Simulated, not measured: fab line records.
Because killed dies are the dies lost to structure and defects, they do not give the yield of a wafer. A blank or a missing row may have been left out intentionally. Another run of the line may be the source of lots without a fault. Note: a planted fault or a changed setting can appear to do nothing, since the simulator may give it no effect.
Problem report, 8D (eight disciplines) form, completed by code	flow rit cmos	the parts of the form that need people (team, actions taken, sign-off) are left out

## 1. WHAT WENT WRONG
killed at front end at RIT_M1_PROBE_99 reads a mean of 27.8 on 4 wafers of 2 lots; wafers without a fault read 7.0 with a standard deviation of 2.8. That puts it +7.4 standard deviations away from the usual mean.
Seen first at day 6 06:49 on prober-01, wafer L518.1. The record holds 42 wafers of 14 lots with a number at this step. Rule for "out", or "out of limits": more than 4 standard deviations from the usual mean. The other wafers with a number count as sound.

## 2. WHAT THIS IS AND IS NOT
question	is	is not
which readings at this step	killed at front end, killed dies, killed on rim	killed at contacts, killed open, killed short
which lots	L518, L523	L505, L507, L508, L511, L512, L513, L514, L515, L516, L517, L522, L528
which wafers of those lots	L518.1, L518.3, L523.1, L523.4	L518.2, L523.2
read on which tools	prober-01, prober-02	-
when	from day 6 06:49	up to then (30 sound wafers); but 8 sound wafers of L518, L522, L523, L528 came after

## 3. THE SUSPECTS, EACH WITH WHAT RULES IT OUT
Counting: if a tool at a process step up to the reading ran every lot that is out, it stays a suspect. Sound lots after the first of them don't rule it out here, since some wafers of a struck lot are sound.
- plasma asher-01 at RIT_NRETRO_STRIP_09 (strips in O2, time 180 s): kept. Ran every lot that is out, first one L518 (day 4 23:02); last sound lot up to then L517 (day 4 22:29).
- The sound lot-mates ran in chamber 1 of plasma asher-01 at RIT_NRETRO_STRIP_09, but the wafers that are out ran in chamber 0.
After counting, what remains is plasma asher-01 at RIT_NRETRO_STRIP_09.

## 4. THE CAUSE (what the simulator had put in)
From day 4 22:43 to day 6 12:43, plasma asher-01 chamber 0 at RIT_NRETRO_STRIP_09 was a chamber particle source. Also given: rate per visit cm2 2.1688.
This tool alone remained once counting was done.

## 5. THE CHAIN OF EFFECTS, in route order
Each row: a reading where the mean over the struck wafers with a number is more than 3 standard deviations away from the usual. Only readings for which the record gives a usual standard deviation are gone through. hours: the time from each lot's start at the first step in this table that gives one to its start at this step, as a median over the lots. sigmas: the change in usual standard deviations.
hours	step	reading	usual	on struck wafers	change	sigmas
0	RIT_M1_PROBE_99	killed at front end	7.0	27.8	+20.8	+7.4
0	RIT_M1_PROBE_99	killed dies	7.0	27.8	+20.8	+7.4
0	RIT_M1_PROBE_99	killed on rim	2.0	10.0	+8.0	+5.7
Here are the process steps it includes:
- RIT_M1_PROBE_99

## 6. HOW IT WOULD HAVE BEEN CAUGHT EARLIER
The fault began at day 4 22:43; the first out-of-limits reading in this record came at day 6 06:49, 32 hours later.
Of the tool readings at RIT_NRETRO_STRIP_09 for which the record gives a usual standard deviation, none was out on any struck wafer, so an alarm limit of 4 standard deviations on them would not have fired.
Lots out: 2; of these, L523 started RIT_NRETRO_STRIP_09 on plasma asher-01 after day 6 06:49. Holding the tool at that time would have saved it.
